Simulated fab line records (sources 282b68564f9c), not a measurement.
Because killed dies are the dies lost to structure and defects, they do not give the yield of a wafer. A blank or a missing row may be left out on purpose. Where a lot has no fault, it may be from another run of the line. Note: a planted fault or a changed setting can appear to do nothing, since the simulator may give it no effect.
fab line records ; flow ritCmos
record: lots: 6; wafers: 18; lastDay: 6
route steps=202 shown ACTIVE@2
lots untouched by any fault: they come from a run of this same line in which no faults occurred
startH: hours from the record's opening day to when the first of the lot's shown wafers began ; waitH: hours from the lot's prior step to this one ; " unchanged from the row above ; L1.1+2: several wafers, shown together as one row ; - no value, or no start was given ; * or withheld: withheld ; < > ~ a bound
route shown NAME@n: NAME is a module with steps in the file, n the number in the route of the first one ; usual: mean and standard deviation over wafers with no fault ; same: alike in all rows ; chamber/n: place in a boat ; sites: readings site by site ; _std_site: the standard deviation of these ; _edge_site: the outer-site mean with the inner-site mean subtracted ; radiusMm: for every site, how far away it sits from the centre of the wafer ; mask NAME#n: copy n ; behind: the last tool/chamber to shape the wafer ; hold: cause of the lot's hold/its duration in hours/its outcome ; device: whichever transistor did not switch (one of n, p or np) ; end of line: tests run on the same wafers once the route is complete ; step lacking rows: just its recipe ; killed: count of dies lost to structure and defects at first sort (not the wafer's yield) ; map: dies across one wafer; x = killed, . = not, _ = none there
set.NAME: the setting that was run; set.NAME@STEP: the one run at that earlier step ; model.NAME: the simulator's own value behind a step, which no gauge read
lots at some steps of the route; a table a step, a row a wafer
services: from which hour (startH, from the record's first day; less than 0 if before it) a tool's chamber was out of use, for how many hours, and why
== steps ==
step: RIT_ACTIVE_OXIDATION_01
recipe: tempC: 1007; ambient: O2; targetThkA: 468; oxTimeS: 3360
step: RIT_ACTIVE_THK_MEAS_02
recipe: reads: SiO2_of_ACTIVE_OXIDATION_01
usual: ACTIVE_OXIDE_THK: 49.6/1.2
lot.wafer;tool;chamber;startH;waitH;ACTIVE_OXIDE_THK[nm]
L831.3;filmMetro-03;-;33.36;0.0;51.2
L831.4;filmMetro-03;-;33.36;0.0;51.1
L831.5;filmMetro-03;-;33.36;0.0;51.3
L833.4;filmMetro-02;-;42.08;0.0;49.9
L833.5;filmMetro-02;-;42.08;0.0;49.8
L833.6;filmMetro-02;-;42.08;0.0;50.3
L834.1;filmMetro-04;-;48.13;0.0;49.1
L834.3;filmMetro-04;-;48.13;0.0;49.4
L834.5;filmMetro-04;-;48.13;0.0;49.7
L839.4;filmMetro-04;-;72.28;0.0;50.4
L839.5;filmMetro-04;-;72.28;0.0;49.3
L839.6;filmMetro-04;-;72.28;0.0;50.1
L843.3;filmMetro-03;-;92.15;0.0;47.4
L843.5;filmMetro-03;-;92.15;0.0;47.0
L843.6;filmMetro-03;-;92.15;0.0;47.6
L844.1;filmMetro-04;-;98.66;0.0;49.9
L844.2;filmMetro-04;-;98.66;0.0;49.8
L844.3;filmMetro-04;-;98.66;0.0;50.4
step: RIT_ACTIVE_CVD_03
recipe: material: Si3N4; targetThkNm: 150; tempC: 810; precursor: SiH2Cl2/NH3; timeS: 1500; pressureMtorr: 300; sih2cl2FlowSccm: 60; nh3FlowSccm: 150
step: RIT_ACTIVE_THK_MEAS_04
recipe: reads: Si3N4_of_ACTIVE_CVD_03
usual: ACTIVE_NITRIDE_THK: 149.9/1.5
lot.wafer;tool;chamber;startH;waitH;ACTIVE_NITRIDE_THK[nm]
L831.3;filmMetro-02;-;34.83;0.0;149.3
L831.4;filmMetro-02;-;34.83;0.0;148.3
L831.5;filmMetro-02;-;34.83;0.0;148.0
L833.4;filmMetro-03;-;43.56;0.0;151.4
L833.5;filmMetro-03;-;43.56;0.0;152.0
L833.6;filmMetro-03;-;43.56;0.0;150.3
L834.1;filmMetro-04;-;49.61;0.0;149.6
L834.3;filmMetro-04;-;49.61;0.0;149.0
L834.5;filmMetro-04;-;49.61;0.0;150.3
L839.4;filmMetro-04;-;73.76;0.0;150.4
L839.5;filmMetro-04;-;73.76;0.0;148.8
L839.6;filmMetro-04;-;73.76;0.0;149.9
L843.3;filmMetro-04;-;93.62;0.0;148.8
L843.5;filmMetro-04;-;93.62;0.0;148.9
L843.6;filmMetro-04;-;93.62;0.0;149.0
L844.1;filmMetro-02;-;100.13;0.0;146.3
L844.2;filmMetro-02;-;100.13;0.0;148.3
L844.3;filmMetro-02;-;100.13;0.0;147.7
step: RIT_ACTIVE_HMDS_05
recipe: primeTimeS: 60; primeTempC: 140
step: RIT_ACTIVE_COAT_06
recipe: resist: NOVOLAK; spinRpm: 3250; resistThkNm: 1000
step: RIT_ACTIVE_SOFTBAKE_07
recipe: resist: NOVOLAK; tempC: 90; timeS: 60
step: RIT_ACTIVE_EXPOSE_08
recipe: maskId: M1; na: 0.6; sourceShape: conventional; sigmaOuter: 0.6; targetCdNm: 1400; doseMj: 225
step: RIT_ACTIVE_PEB_09
recipe: resist: NOVOLAK; tempC: withheld; timeS: withheld
step: RIT_ACTIVE_DEVELOP_10
recipe: resist: NOVOLAK; developTimeS: 48.86; devTempC: 23
step: RIT_ACTIVE_CD_MEAS_11
recipe: targetCdNm: 1400
usual: cdNm: 1399.9/2.2
lot.wafer;tool;chamber;startH;waitH;cdNm
L831.3;cdSem-02;-;35.76;-;1401.1
L831.4;cdSem-02;-;35.76;-;1400.9
L831.5;cdSem-02;-;35.76;-;1398.9
L833.4;cdSem-01;-;44.62;-;1402.1
L833.5;cdSem-01;-;44.62;-;1399.5
L833.6;cdSem-01;-;44.62;-;1402.9
L834.1;cdSem-01;-;50.64;-;1402.7
L834.3;cdSem-01;-;50.64;-;1401.2
L834.5;cdSem-01;-;50.64;-;1402.5
L839.4;cdSem-01;-;74.83;-;1401.4
L839.5;cdSem-01;-;74.83;-;1400.8
L839.6;cdSem-01;-;74.83;-;1403.3
L843.3;cdSem-02;-;94.55;-;1400.7
L843.5;cdSem-02;-;94.55;-;1397.1
L843.6;cdSem-02;-;94.55;-;1400.4
L844.1;cdSem-02;-;101.17;-;1401.7
L844.2;cdSem-02;-;101.17;-;1401.2
L844.3;cdSem-02;-;101.17;-;1399.8
step: RIT_ACTIVE_HARDBAKE_12
recipe: resist: NOVOLAK; tempC: 140; timeS: 60
step: RIT_ACTIVE_ETCH_13
recipe: stopOn: SiO2; chemistry: SF6; target: Si3N4; timeS: 210; overEtchFrac: 0.4; SF6_flow_sccm: 200; pressureMtorr: 260; rfW: 125; targetDepthA: 2100
usual: drypumpMotorCurrentA: 5.6/0.54; oesProductAu: 0.820/0.011; throttleValvePct: 7.52/0.11
lot.wafer;tool;chamber;startH;waitH;drypumpMotorCurrentA;oesProductAu;rfHoursCounterH;throttleValvePct;model.NOVOLAK_of_ACTIVE_COAT_06.thkNm;model.ACTIVE.featureDepthNm;model.SiO2_of_ACTIVE_OXIDATION_01.thkNm
L831.3;rieDiel-02;3;35.99;0.1;6.7;0.799;122;7.62;658.4;149.2;51.19
L831.4;rieDiel-02;1;35.99;0.1;5.0;0.814;123;7.58;662.9;148.3;51.13
L831.5;rieDiel-02;0;35.99;0.1;5.8;0.808;-;7.50;656.3;148.1;51.28
L833.4;rieDiel-03;3;44.83;0.1;4.8;0.822;41;7.63;647.1;152.4;48.96
L833.5;rieDiel-03;1;44.83;0.1;5.1;0.813;-;7.68;657.2;152.1;49.84
L833.6;rieDiel-03;2;44.83;0.1;6.2;0.822;-;7.27;651.1;150.3;50.34
L834.1;rieDiel-01;1;50.91;0.1;5.2;0.834;57;7.53;658.4;150.5;48.26
L834.3;rieDiel-01;3;50.91;0.1;5.3;0.838;126;7.45;647.8;151.3;47.37
L834.5;rieDiel-01;3;50.91;0.1;5.3;0.829;-;7.47;651.2;152.3;47.77
L839.4;rieDiel-02;3;75.04;0.1;6.7;0.808;122;7.63;657.4;150.4;50.4
L839.5;rieDiel-02;1;75.04;0.1;5.0;0.812;-;7.60;663.2;148.7;49.27
L839.6;rieDiel-02;0;75.04;0.1;5.9;0.820;-;7.51;650.2;149.9;50.15
L843.3;rieDiel-01;3;94.78;0.1;5.3;0.817;127;7.46;724;145.5;47.39
L843.5;rieDiel-01;1;94.78;0.1;5.2;0.823;-;7.54;651.1;149.8;46.23
L843.6;rieDiel-01;0;94.78;0.1;5.9;0.826;-;7.40;654.4;149.8;46.86
L844.1;rieDiel-01;0;101.44;0.1;5.9;0.815;0;7.42;651.7;147;49.15
L844.2;rieDiel-01;2;101.44;0.1;6.1;0.809;143;7.54;645.5;149.2;48.69
L844.3;rieDiel-01;3;101.44;0.1;5.3;0.818;127;7.45;722.2;145.6;50.43
step: RIT_ACTIVE_STRIP_14
recipe: chemistry: O2; timeS: 180; resist: NOVOLAK; platenTempC: withheld; powerW: 500; pressureMtorr: 4000; o2FlowSccm: 4000
usual: drypumpMotorCurrentA: 5.9/0.38
lot.wafer;tool;chamber;startH;waitH;drypumpMotorCurrentA;rfHoursCounterH
L831.3;plasmaAsher-02;1;36.18;0.1;6.6;-
L831.4;plasmaAsher-02;0;36.18;0.1;5.6;-
L831.5;plasmaAsher-02;0;36.18;0.1;5.5;-
L833.4;plasmaAsher-03;1;45.03;0.1;5.6;-
L833.5;plasmaAsher-03;1;45.03;0.1;5.6;-
L833.6;plasmaAsher-03;0;45.03;0.1;5.9;-
L834.1;plasmaAsher-01;1;51.04;0.1;5.7;40
L834.3;plasmaAsher-01;0;51.04;0.1;5.7;-
L834.5;plasmaAsher-01;1;51.04;0.1;5.7;-
L839.4;plasmaAsher-02;0;75.23;0.1;5.6;-
L839.5;plasmaAsher-02;1;75.23;0.1;6.6;-
L839.6;plasmaAsher-02;0;75.23;0.1;5.6;-
L843.3;plasmaAsher-03;0;94.97;0.1;5.9;-
L843.5;plasmaAsher-03;1;94.97;0.1;5.6;-
L843.6;plasmaAsher-03;0;94.97;0.1;5.9;-
L844.1;plasmaAsher-03;0;101.57;0.1;5.9;46
L844.2;plasmaAsher-03;1;101.57;0.1;5.6;46
L844.3;plasmaAsher-03;1;101.57;0.1;5.7;-
== services ==
tool;chamber;startH;hours;kind
rieDiel-03;-;12.05;3.5;repair
rieDiel-03;-;34.25;2.8;pm
rieDiel-01;-;35.18;0.9;repair
rieDiel-02;2;40.87;4.4;repair
rieDiel-01;0;42.94;3.8;repair
rieDiel-03;1;63.76;17.4;repair
rieDiel-01;0;70.81;-;clean
rieDiel-01;0;70.81;20.7;scheduledDown
rieDiel-01;0;70.81;20.7;ventCycle
rieDiel-03;2;81.13;-;clean
rieDiel-03;2;81.13;-;consumableReplace:esc
rieDiel-03;2;81.13;30.9;scheduledDown
rieDiel-03;2;81.13;30.9;ventCycle
== key ==
firstSign none at tools or gauges
modelEffect: step: RIT_ACTIVE_ETCH_13; value: NOVOLAK_of_ACTIVE_COAT_06.thkNm; without: 644.3; struck: 723.1
metAt RIT_ACTIVE_ETCH_13
struckWafers L843.3,L844.3
laterRowsLeftOut L843.3,L844.3
sortLeftOut L843.3,L844.3
testerLeftOut L843,L844
onsetBetween 50.91 94.78
fault: kind: processParameterDrift; tool: rieDiel-01; chamber: 3; onsetH: 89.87; steps: RIT_ACTIVE_ETCH_13; channel: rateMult; offset: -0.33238; shape: step; endH: 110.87
testerLeftOut: of these lots the tester's yield and bins aren't shown, on N5 and GAA mostly nor the transistor test; their killed dies are dies lost to structure and defects alone, not to doping, threshold or leakage, so they don't give the yield
sortLeftOut: the simulated sort isn't trusted on such a fault, so these wafers' sort isn't shown, and their yield isn't known
laterRowsLeftOut: the simulator's readings of these wafers behind a module that went badly wrong aren't trusted and aren't shown, but for the sort
